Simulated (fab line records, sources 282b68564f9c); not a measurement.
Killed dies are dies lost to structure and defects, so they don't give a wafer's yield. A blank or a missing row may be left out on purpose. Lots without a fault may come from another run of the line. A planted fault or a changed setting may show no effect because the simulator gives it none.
fab line records | flow rit_cmos
record lots=6 wafers=18 last_day=7
route steps=202 shown NWELL@35 PWELL@39 WELLDRIVE@50 NRETRO@53 M1@202
lots that met no fault: from a run of the same line without faults
start_h: hours from the record's first day to the start of the lot's first wafer shown | wait_h: hours since the lot's step before | " the same as in the row above | L1.1+2: a row that stands for several wafers | - no value, or no start given | * or withheld: withheld | < > ~ a bound
route shown NAME@n: a module of which the file shows steps, and the number in the route of the first | usual: mean/standard deviation of fault-free wafers | same: alike in all rows | chamber/n: place in a boat | sites: the reading at each site | _std_site: their standard deviation | _edge_site: outer sites' mean less inner sites' | radius_mm: how far each site lies from the wafer's centre | mask NAME#n: copy n | behind: the tool/chamber that last shaped the wafer | hold: why the lot was held/for how many hours/how that ended | device: the transistor (n, p or np) that didn't switch | end of line: the same wafers' tests at the end of the route | a step without rows: its recipe alone | killed: dies lost to structure and defects at the first sort, not the wafer's yield | map: a wafer's dies, x killed, . not, _ none there
set.NAME: the setting as run; set.NAME@STEP: as run at that earlier step | model.NAME: the simulator's own value behind a step, which no gauge read
lots at some steps of the route; a table a step, a row a wafer
services: from which hour (start_h, from the record's first day; less than 0 if before it) a tool's chamber was out of use, for how many hours, and why
## steps
# step RIT_NWELL_HARDBAKE_07
# recipe resist=NOVOLAK temp_c=140 time_s=120
# step RIT_NWELL_IMPLANT_08
# recipe species=P energy_kev=170 dose_cm2=5e+13 tilt_deg=7
# step RIT_NWELL_STRIP_09
# recipe chemistry=O2 time_s=180 resist=NOVOLAK platen_temp_c=withheld power_w=500 pressure_mtorr=4000 o2_flow_sccm=4000
# usual drypump_motor_current_A=5.8/0.6
# columns lot.wafer tool chamber start_h wait_h drypump_motor_current_A rf_hours_counter_h
L796.1 plasma_asher-03 0 21.05 0.1 4.9 21
L796.4 " 1 " " 6.0 -
L796.6 " 0 " " 4.9 -
L801.1 plasma_asher-02 1 45.82 0.1 4.9 41
L801.5 " 0 " " 6.2 -
L801.6 " 1 " " 4.9 -
L807.1 plasma_asher-04 1 75.80 0.1 6.5 45
L807.2 " 0 " " 5.8 45
L807.3 " 0 " " 5.8 -
L809.1 plasma_asher-04 0 86.03 0.1 5.8 46
L809.2 " 1 " " 6.5 46
L809.4 " 1 " " 6.5 -
L811.1 plasma_asher-04 0 96.36 0.1 5.8 47
L811.4 " 1 " " 6.5 -
L811.6 " 1 " " 6.4 -
L817.1 plasma_asher-04 1 126.49 0.1 6.5 51
L817.2 " 0 " " 5.8 51
L817.6 " 0 " " 5.8 -
# step RIT_NWELL_TW_MEAS_10
# usual NWELL_TW=2130/18
# columns lot.wafer tool chamber start_h wait_h NWELL_TW
L796.1 film_metro-04 - 21.22 0.1 2116
L796.4 " - " " 2128
L796.6 " - " " 2116
L801.1 film_metro-01 - 46.00 0.1 2158
L801.5 " - " " 2156
L801.6 " - " " 2167
L807.1 film_metro-01 - 75.97 0.1 2155
L807.2 " - " " 2151
L807.3 " - " " 2151
L809.1 film_metro-04 - 86.21 0.1 2117
L809.2 " - " " 2111
L809.4 " - " " 2110
L811.1 film_metro-01 - 96.54 0.1 2152
L811.4 " - " " 2159
L811.6 " - " " 2151
L817.1 film_metro-04 - 126.66 0.1 2116
L817.2 " - " " 2127
L817.6 " - " " 2121
# step RIT_PWELL_HMDS_00
# recipe prime_time_s=60 prime_temp_c=140
# step RIT_PWELL_COAT_01
# recipe resist=NOVOLAK spin_rpm=2000 resist_thk_nm=1300
# step RIT_PWELL_SOFTBAKE_02
# recipe resist=NOVOLAK temp_c=90 time_s=60
# step RIT_PWELL_EXPOSE_03
# recipe mask_id=M3 na=0.57 target_cd_nm=43700 dose_mj=250
# step RIT_PWELL_PEB_04
# recipe resist=NOVOLAK temp_c=withheld time_s=withheld
# step RIT_PWELL_DEVELOP_05
# recipe resist=NOVOLAK develop_time_s=68 dev_temp_c=23
# step RIT_PWELL_OVL_MEAS_06
# usual PWELL_OVL=-0.2/1.3
# columns lot.wafer tool chamber start_h wait_h PWELL_OVL[nm]
L796.1 overlay-01 - 22.29 - 0.3
L796.4 " - " " -0.5
L796.6 " - " " 3.4
L801.1 overlay-02 - 47.06 - -1.6
L801.5 " - " " 0.2
L801.6 " - " " 0.1
L807.1 overlay-02 - 77.10 - 1.4
L807.2 " - " " 1.9
L807.3 " - " " 1.1
L809.1 overlay-02 - 87.39 - -0.4
L809.2 " - " " -1.2
L809.4 " - " " 1.1
L811.1 overlay-01 - 97.48 - -1.1
L811.4 " - " " 1.2
L811.6 " - " " -0.2
L817.1 overlay-01 - 127.75 - -1.1
L817.2 " - " " -2.0
L817.6 " - " " -0.7
# step RIT_PWELL_HARDBAKE_07
# recipe resist=NOVOLAK temp_c=140 time_s=120
# step RIT_PWELL_IMPLANT_08
# recipe species=B energy_kev=170 dose_cm2=7e+13 tilt_deg=7
# usual beam_energy_keV=169.99/0.049 dose_ions_cm2=6.997e+13/6.4e+10
# same implant_ion_amu=11
# columns lot.wafer tool chamber start_h wait_h beam_energy_keV dose_ions_cm2 model.implant.rp_nm model.implant.drp_nm
L796.1 implanter-04 0 22.57 0.2 170.06 6.998e+13 483.7 102.9
L796.4 " 0 " " 169.95 7.008e+13 483.7 102.9
L796.6 " 0 " " 169.96 7.004e+13 483.7 102.9
L801.1 implanter-03 0 47.51 0.2 170.05 6.993e+13 489.3 102.9
L801.5 " 0 " " 170.00 7.001e+13 489.3 102.9
L801.6 " 0 " " 170.03 7.007e+13 489.3 102.9
L807.1 implanter-04 0 77.38 0.2 190.53 6.984e+13 520.8 106.9
L807.2 " 0 " " 190.54 6.998e+13 520.8 106.9
L807.3 " 0 " " 190.61 7.002e+13 520.8 106.9
L809.1 implanter-04 0 87.67 0.2 190.53 6.992e+13 525.8 106.9
L809.2 " 0 " " 190.59 6.994e+13 525.8 106.9
L809.4 " 0 " " 190.59 6.997e+13 525.8 106.9
L811.1 implanter-01 0 97.76 0.2 169.99 6.996e+13 477.4 102.9
L811.4 " 0 " " 169.95 6.997e+13 477.4 102.9
L811.6 " 0 " " 169.93 7.005e+13 477.4 102.9
L817.1 implanter-01 0 128.04 0.2 169.97 7.011e+13 496 102.9
L817.2 " 0 " " 169.93 6.995e+13 496 102.9
L817.6 " 0 " " 170.00 6.989e+13 496 102.9
# step RIT_PWELL_STRIP_09
# recipe chemistry=O2 time_s=180 resist=NOVOLAK platen_temp_c=withheld power_w=500 pressure_mtorr=4000 o2_flow_sccm=4000
# usual drypump_motor_current_A=5.5/0.51
# columns lot.wafer tool chamber start_h wait_h drypump_motor_current_A rf_hours_counter_h
L796.1 plasma_asher-01 1 22.72 0.1 5.9 37
L796.4 " 1 " " 5.9 -
L796.6 " 1 " " 5.9 -
L801.1 plasma_asher-02 0 47.66 0.1 6.1 41
L801.5 " 0 " " 6.1 -
L801.6 " 1 " " 4.9 -
L807.1 plasma_asher-01 1 77.53 0.1 6.0 44
L807.2 " 0 " " 5.2 44
L807.3 " 0 " " 5.2 -
L809.1 plasma_asher-01 1 87.82 0.1 6.0 46
L809.2 " 0 " " 5.2 46
L809.4 " 0 " " 5.2 -
L811.1 plasma_asher-03 1 97.91 0.1 6.1 30
L811.4 " 1 " " 6.1 -
L811.6 " 0 " " 4.9 -
L817.1 plasma_asher-03 0 128.19 0.1 4.9 33
L817.2 " 1 " " 6.1 33
L817.6 " 0 " " 4.9 -
# step RIT_PWELL_TW_MEAS_10
# usual PWELL_TW=947/7.8
# columns lot.wafer tool chamber start_h wait_h PWELL_TW
L796.1 film_metro-01 - 22.90 0.1 954
L796.4 " - " " 952
L796.6 " - " " 959
L801.1 film_metro-01 - 47.83 0.1 953
L801.5 " - " " 959
L801.6 " - " " 956
L807.1 film_metro-02 - 77.71 0.1 945
L807.2 " - " " 943
L807.3 " - " " 950
L809.1 film_metro-02 - 88.00 0.1 946
L809.2 " - " " 948
L809.4 " - " " 950
L811.1 film_metro-01 - 98.09 0.1 955
L811.4 " - " " 955
L811.6 " - " " 953
L817.1 film_metro-02 - 128.36 0.1 944
L817.2 " - " " 942
L817.6 " - " " 941
# step RIT_WELLDRIVE_ANNEAL_00
# recipe temp_c=1100 time_s=14700 ambient=N2
# step RIT_WELLDRIVE_RS_MEAS_01
# recipe thk_meas_gauge=four-point-probe
# usual NWELL_RS=275.4/0.68
# columns lot.wafer tool chamber start_h wait_h NWELL_RS[ohm/sq]
L796.1 film_metro-04 - 28.04 0.0 274.8
L796.4 " - " " 275.4
L796.6 " - " " 274.9
L801.1 film_metro-01 - 52.98 0.0 274.7
L801.5 " - " " 274.7
L801.6 " - " " 274.9
L807.1 film_metro-01 - 83.45 0.0 275.1
L807.2 " - " " 275.0
L807.3 " - " " 275.3
L809.1 film_metro-02 - 93.79 0.0 274.6
L809.2 " - " " 274.7
L809.4 " - " " 276.0
L811.1 film_metro-04 - 103.95 0.0 273.6
L811.4 " - " " 273.7
L811.6 " - " " 274.1
L817.1 film_metro-01 - 133.51 0.0 276.1
L817.2 " - " " 275.2
L817.6 " - " " 275.6
# step RIT_WELLDRIVE_RS_MEAS_02
# recipe thk_meas_gauge=four-point-probe
# usual PWELL_RS=429.0/1.2
# columns lot.wafer tool chamber start_h wait_h PWELL_RS[ohm/sq]
L796.1 film_metro-04 - 28.16 0.1 428.8
L796.4 " - " " 428.0
L796.6 " - " " 426.8
L801.1 film_metro-01 - 53.10 0.1 427.7
L801.5 " - " " 427.3
L801.6 " - " " 427.7
L807.1 film_metro-01 - 83.57 0.1 421.1
L807.2 " - " " 423.2
L807.3 " - " " 421.8
L809.1 film_metro-02 - 93.91 0.1 422.1
L809.2 " - " " 421.8
L809.4 " - " " 423.0
L811.1 film_metro-04 - 104.07 0.1 429.7
L811.4 " - " " 428.7
L811.6 " - " " 428.6
L817.1 film_metro-01 - 133.63 0.1 426.9
L817.2 " - " " 428.7
L817.6 " - " " 429.4
# step RIT_NRETRO_HMDS_00
# recipe prime_time_s=60 prime_temp_c=140
# step RIT_M1_PROBE_99
# usual killed_at_M0_to_M3=0.0/0.16 killed_at_contacts=0.1/0.3 killed_at_front_end=7.1/3 killed_dies=7.3/3 killed_open=3.6/2 killed_short=3.5/1.9
# same gross_dies=264 killed_at_M4_up=0 killed_at_back_side=0 killed_at_other=0
# columns lot.wafer tool chamber start_h wait_h killed_at_M0_to_M3 killed_at_contacts killed_at_front_end killed_dies killed_open killed_short model.etest.pwell.rs_ohm_sq model.etest.diode_nplus_pwell.bv_v model.etest.diode_nplus_pwell.cj_ff_um2 model.etest.cap_n_gate.c_min_ff_um2 model.etest.nmos_narrow.vt_less_v
L796.1 prober-01 - 56.91 0.1 0 0 8 8 4 3 416.1 6.034 2.072 2.366 0.03781
L796.4 prober-01 - 57.06 0.2 0 0 17 17 8 8 412.8 6.03 2.072 2.388 0.03612
L796.6 prober-01 - 57.16 0.2 0 0 7 7 1 6 415.9 5.999 2.071 2.386 0.03628
L801.1 prober-02 - 81.15 0.1 0 0 9 9 3 6 413.8 6.026 2.059 2.363 0.03578
L801.5 prober-02 - 81.35 0.2 0 0 9 9 6 3 406.9 6.022 2.052 2.357 0.03734
L801.6 prober-02 - 81.40 0.2 0 0 4 4 2 2 411.4 6.03 2.053 2.351 0.0374
L807.1 prober-02 - 112.54 0.1 0 0 8 8 3 5 403 6.137 2.002 2.337 0.0397
L807.2 prober-02 - 112.59 0.1 0 0 6 6 3 3 408.7 6.125 2.005 2.336 0.03825
L807.3 prober-02 - 112.64 0.2 0 0 8 8 4 4 402.1 6.19 2.02 2.328 0.0379
L809.1 prober-02 - 124.20 0.1 0 0 6 6 2 4 403.8 5.969 2.056 2.329 0.04117
L809.2 prober-02 - 124.25 0.1 0 1 3 4 3 1 403.4 5.984 2.073 2.324 0.03662
L809.4 prober-02 - 124.35 0.2 0 0 6 6 2 4 407.4 6.015 2.06 2.336 0.04161
L811.1 prober-02 - 134.51 0.1 0 0 5 5 2 3 418.8 5.918 2.072 2.362 0.03817
L811.4 prober-02 - 134.66 0.2 1 0 5 6 1 5 414.2 5.908 2.059 2.359 0.03705
L811.6 prober-02 - 134.76 0.2 0 0 6 6 4 2 420.8 5.895 2.062 2.361 0.04018
L817.1 prober-02 - 161.63 0.1 0 0 8 8 5 3 407.1 5.88 2.077 2.341 0.03969
L817.2 prober-02 - 161.68 0.1 0 0 5 5 3 2 417.6 5.918 2.064 2.339 0.03714
L817.6 prober-02 - 161.88 0.2 0 1 13 14 8 6 417.4 5.939 2.08 2.328 0.03703
# killed by level:class
L796.1 GATE:geometric_particle:short=2 GATE:geometric_particle:open=2 FOX2:geometric_particle:open=1 FOX2:geometric_particle:short=1 GATE:coat_microbubble_printed=1 REOX:geometric_particle:open=1
L796.4 REOX:geometric_particle:short=3 FOX2:geometric_particle:open=2 GATE:geometric_particle:short=2 SPACER:geometric_particle:short=2 REOX:geometric_particle:open=2 SPACER:geometric_particle:open=2 FOX1:geometric_particle:open=1 GATE:geometric_particle:open=1
L796.6 GATE:geometric_particle:short=3 SPACER:geometric_particle:short=2 FOX2:geometric_particle:open=1 REOX:geometric_particle:short=1
L801.1 GATE:geometric_particle:short=2 GATE:geometric_particle:open=2 SILICIDE:geometric_particle:short=2 FOX1:geometric_particle:short=1 FOX2:geometric_particle:open=1 REOX:geometric_particle:short=1
L801.5 GATE:geometric_particle:open=3 REOX:geometric_particle:open=2 FOX1:geometric_particle:short=1 FOX2:geometric_particle:short=1 GATE:geometric_particle:short=1 SILICIDE:geometric_particle:open=1
L801.6 GATE:geometric_particle:open=2 GATE:geometric_particle:short=2
L807.1 SILICIDE:geometric_particle:open=2 GATE:geometric_particle:short=2 REOX:geometric_particle:short=2 GATE:geometric_particle:open=1 SPACER:geometric_particle:short=1
L807.2 GATE:geometric_particle:open=2 SILICIDE:geometric_particle:short=2 GATE:geometric_particle:short=1 SILICIDE:geometric_particle:open=1
L807.3 GATE:geometric_particle:short=2 GATE:geometric_particle:open=2 FOX1:geometric_particle:open=1 FOX2:geometric_particle:open=1 REOX:geometric_particle:short=1 SILICIDE:geometric_particle:short=1
L809.1 FOX2:geometric_particle:short=2 GATE:geometric_particle:open=2 FOX1:geometric_particle:short=1 REOX:geometric_particle:short=1
L809.2 GATE:geometric_particle:open=1 GATE:geometric_particle:short=1 SPACER:geometric_particle:open=1 CONTACT:geometric_particle:open=1
L809.4 GATE:geometric_particle:open=2 FOX1:geometric_particle:short=1 FOX2:geometric_particle:short=1 GATE:geometric_particle:short=1 REOX:geometric_particle:short=1
L811.1 GATE:geometric_particle:open=2 FOX1:geometric_particle:short=1 SPACER:geometric_particle:short=1 SILICIDE:geometric_particle:short=1
L811.4 GATE:geometric_particle:short=2 SPACER:geometric_particle:short=2 FOX1:geometric_particle:short=1 M1:geometric_particle:open=1
L811.6 GATE:geometric_particle:open=3 SILICIDE:geometric_particle:short=2 FOX1:geometric_particle:open=1
L817.1 FOX1:geometric_particle:open=1 FOX1:geometric_particle:short=1 FOX2:geometric_particle:open=1 GATE:geometric_particle:short=1 REOX:geometric_particle:open=1 SPACER:geometric_particle:open=1 SILICIDE:geometric_particle:short=1 SILICIDE:geometric_particle:open=1
L817.2 FOX1:geometric_particle:open=1 GATE:geometric_particle:short=1 GATE:geometric_particle:open=1 SILICIDE:geometric_particle:short=1 SILICIDE:geometric_particle:open=1
L817.6 FOX1:geometric_particle:open=2 GATE:geometric_particle:open=2 GATE:geometric_particle:short=2 REOX:geometric_particle:short=2 SILICIDE:geometric_particle:open=2 ACTIVE:geometric_particle:short=1 FOX1:geometric_particle:short=1 REOX:geometric_particle:open=1
## services
# columns tool chamber start_h hours kind
implanter-03 - 3.44 1.9 repair
plasma_asher-03 - 44.61 4.5 repair
plasma_asher-02 - 108.75 9.0 pm
plasma_asher-02 0 108.75 9.0 vent_cycle
plasma_asher-02 1 108.75 9.0 vent_cycle
plasma_asher-03 - 110.13 0.6 repair
plasma_asher-02 0 117.75 - clean
plasma_asher-02 1 117.75 - clean
plasma_asher-02 - 120.17 14.6 pm
## key
first_sign step=RIT_PWELL_IMPLANT_08 reading=beam_energy_keV direction=up sigmas=99+ usual=169.99 struck=190.57
effect step=RIT_WELLDRIVE_RS_MEAS_02 reading=PWELL_RS direction=down sigmas=5.9 usual=429.0 struck=422.2
model_effect step=RIT_PWELL_IMPLANT_08 value=implant.rp_nm without=479.7 struck=523.3
model_effect step=RIT_M1_PROBE_99 value=etest.pwell.rs_ohm_sq without=412.8 struck=404.7
met_at RIT_PWELL_IMPLANT_08
struck_wafers L807.1,L807.2,L807.3,L809.1,L809.2,L809.4
tester_left_out L807,L809
onset_between 22.57 77.38
fault kind=process_parameter_drift tool=implanter-04 chamber=- onset_h=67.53 steps=RIT_PWELL_IMPLANT_08 channel=energy_kev offset=20.575 shape=step end_h=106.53 acts_in=these_recipes_only stated=170
# tester_left_out: of these lots the tester's yield and bins aren't shown, on N5 and GAA mostly nor the transistor test; their killed dies are dies lost to structure and defects alone, not to doping, threshold or leakage, so they don't give the yield
